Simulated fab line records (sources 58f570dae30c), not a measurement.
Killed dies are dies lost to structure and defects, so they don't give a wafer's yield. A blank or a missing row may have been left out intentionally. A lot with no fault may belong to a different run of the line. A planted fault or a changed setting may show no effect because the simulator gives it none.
The same fault as seen by 2 desks	flow berkeley-cmos170	only its own numbers are on each desk; what lay behind them is given at the end

== AT THE TOOL OWNER'S DESK: rie-diel-04 ==
The tool's own readings at UCB170_V1_ETCH_14 (etches SiO2 in CHF3/CF4/Ar, stops on Al, target depth 1250 nm, time 291 s): means of the sampled wafers that have a number, for each lot that ran on this tool. A lot is out of limits, marked OUT, if its mean lies more than 4 standard deviations from the usual mean; the brackets give that distance.
Columns: A = drypump-motor-current-A at UCB170_V1_ETCH_14, usual 5.5 A; B = oes-product-au at UCB170_V1_ETCH_14, usual 0.870 a.u.; C = rf-fwd-power-W at UCB170_V1_ETCH_14, usual 698.3 W; D = throttle-valve-pct at UCB170_V1_ETCH_14, usual 6.97 %
lot	first seen here	A	B	C	D
L404	day 8 02:11	5.7	0.862	698.6	7.05
L405	day 8 20:31	5.3	0.852	697.2	7.04
L410	day 9 22:54	6.1	0.873	699.1	7.07
L412	day 10 08:44	5.3	0.854	698.6	7.05
L414	day 10 14:49	5.7	0.867	788.9 (+38) OUT	7.04
L416	day 11 01:48	5.2	0.856	791.6 (+39) OUT	7.03
This desk's verdict: out of limits on L414, L416, starting with L414 at day 10 14:49 (rf-fwd-power-W at UCB170_V1_ETCH_14). In limits: L404, L405, L410, L412.

== AT THE METROLOGY DESK ==
Means of the sampled wafers that have a number, per lot and without regard to the tool the lot ran on: this is what the gauges read. A lot is out of limits, marked OUT, if its mean lies more than 4 standard deviations from the usual mean; the brackets give that distance.
Columns: A = M1_OVL at UCB170_M1_OVL_MEAS_10, usual 1 nm; B = cd-nm at UCB170_V1_CD_MEAS_90, usual 700.5 nm
lot	first seen here	A	B
L401	day 7 13:05	3	701.4
L402	day 7 13:19	-4	700.6
L404	day 7 18:04	-0	700.2
L405	day 8 09:57	-3	701.4
L406	day 8 10:11	-1	702.2
L410	day 9 15:38	3	700.3
L412	day 9 23:59	6	700.9
L414	day 10 05:58	-5	703.4
L416	day 10 18:01	-1	703.1
L417	day 10 18:16	-2	701.0
L419	day 11 09:09	2	699.4
L420	day 11 09:19	-6	702.7
L423	day 11 18:08	-1	699.6
L422	day 11 21:04	9	700.8
This desk's finding: nothing out of limits on any of the 14 lots.

== ALL TOGETHER ==
The tool owner's desk could have raised an alarm at day 10 14:49, on L414, L416.
Nothing out of limits was seen by the metrology desk.
The metrology desk has L414, L416 on record, within its limits.
UCB170_V1_ETCH_14 was run on rie-diel-04 by each of the lots named.

== WHAT THE SIMULATOR PUT IN ==
rie-diel-04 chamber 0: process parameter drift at UCB170_V1_ETCH_14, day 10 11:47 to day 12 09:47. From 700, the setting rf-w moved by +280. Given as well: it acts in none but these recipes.
Struck lots among those shown: L414, L416.
How many hours passed from the start of the fault until each desk's first out-of-limits reading: the tool owner's desk, 3.
